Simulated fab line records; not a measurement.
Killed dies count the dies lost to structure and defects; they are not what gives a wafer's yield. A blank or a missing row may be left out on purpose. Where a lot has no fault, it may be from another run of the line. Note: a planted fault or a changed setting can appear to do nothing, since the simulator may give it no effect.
One fault seen from 2 desks -- flow rit_cmos -- only its own numbers are on each desk; what lay behind them is given at the end

## FROM THE METROLOGY DESK
What the gauges read for every lot (on any tool): the sampled wafers with a number, averaged. A lot is out of limits, marked OUT, if its mean lies more than 4 standard deviations from the usual mean; the brackets give that distance.
Columns: A = FOX1_OXIDE_THK at RIT_FOX1_THK_MEAS_01, usual 349 nm
lot,first seen here,A
L734,day 1 20:38,351
L735,day 2 04:58,339
L736,day 2 04:59,358
L738,day 2 17:10,344
L739,day 2 20:24,345
L740,day 3 00:09,343
L741,day 3 05:50,357
L744,day 3 23:10,346
L746,day 4 06:10,315 (-4.7) OUT
L747,day 4 12:27,348
L748,day 4 17:40,312 (-5.2) OUT
L754,day 5 22:38,353
L755,day 6 03:59,333
L757,day 6 13:22,342
This desk's finding: out of limits on L746, L748; first on L746, day 4 06:10 (FOX1_OXIDE_THK at RIT_FOX1_THK_MEAS_01). L734, L735, L736, L738, L739, L740, L741, L744, L747, L754, L755, L757: within limits.

## AT THE TOOL OWNER'S DESK: furnace-04
The tool's own readings at RIT_FOX1_OXIDATION_00 (target thk 350.7 nm, ox time 1130 s): means of the sampled wafers that have a number, for each lot that ran on this tool. A lot is out of limits, marked OUT, if its mean lies more than 4 standard deviations from the usual mean; the brackets give that distance.
Columns: A = spike_tc_centre_C at RIT_FOX1_OXIDATION_00, usual 1102.4 C; B = spike_tc_load_C at RIT_FOX1_OXIDATION_00, usual 1131.2 C; C = spike_tc_source_C at RIT_FOX1_OXIDATION_00, usual 1124.7 C; D = tube_center_temp_C at RIT_FOX1_OXIDATION_00, usual 1100 C; E = tube_center_temp_C_max at RIT_FOX1_OXIDATION_00, usual 1102.8
lot,first seen here,A,B,C,D,E
L734,day 1 19:19,1103.8,1132.9,1124.1,1100,1102.7
L741,day 3 04:31,1103.5,1132.7,1124.2,1100,1102.4
L744,day 3 21:50,1102.3,1132.3,1124.1,1100,1103.4
L746,day 4 04:50,1078.9 (-17) OUT,1108.0 (-8.3) OUT,1099.0 (-26) OUT,1075 (-99 or more) OUT,1078.1 (-52) OUT
L748,day 4 16:20,1078.1 (-17) OUT,1107.4 (-8.5) OUT,1099.1 (-26) OUT,1075 (-99 or more) OUT,1077.4 (-54) OUT
This desk's verdict: out of limits on L746, L748, starting with L746 at day 4 04:50 (spike_tc_centre_C at RIT_FOX1_OXIDATION_00). L734, L741, L744: within limits.

## ALL TOGETHER
On L746, L748, at day 4 04:50, an alarm was possible from the tool owner's desk.
On L746, L748, the metrology desk was in a position to raise an alarm at day 4 06:10.
Every lot named ran RIT_FOX1_OXIDATION_00 on furnace-04.

## WHAT WAS PUT IN BY THE SIMULATOR
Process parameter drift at RIT_FOX1_OXIDATION_00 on furnace-04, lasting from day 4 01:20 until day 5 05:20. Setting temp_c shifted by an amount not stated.
Struck lots among those shown: L746, L748.
Counting hours from when the fault started, the first reading out of limits came at 3 for the tool owner's desk and at 5 for the metrology desk.
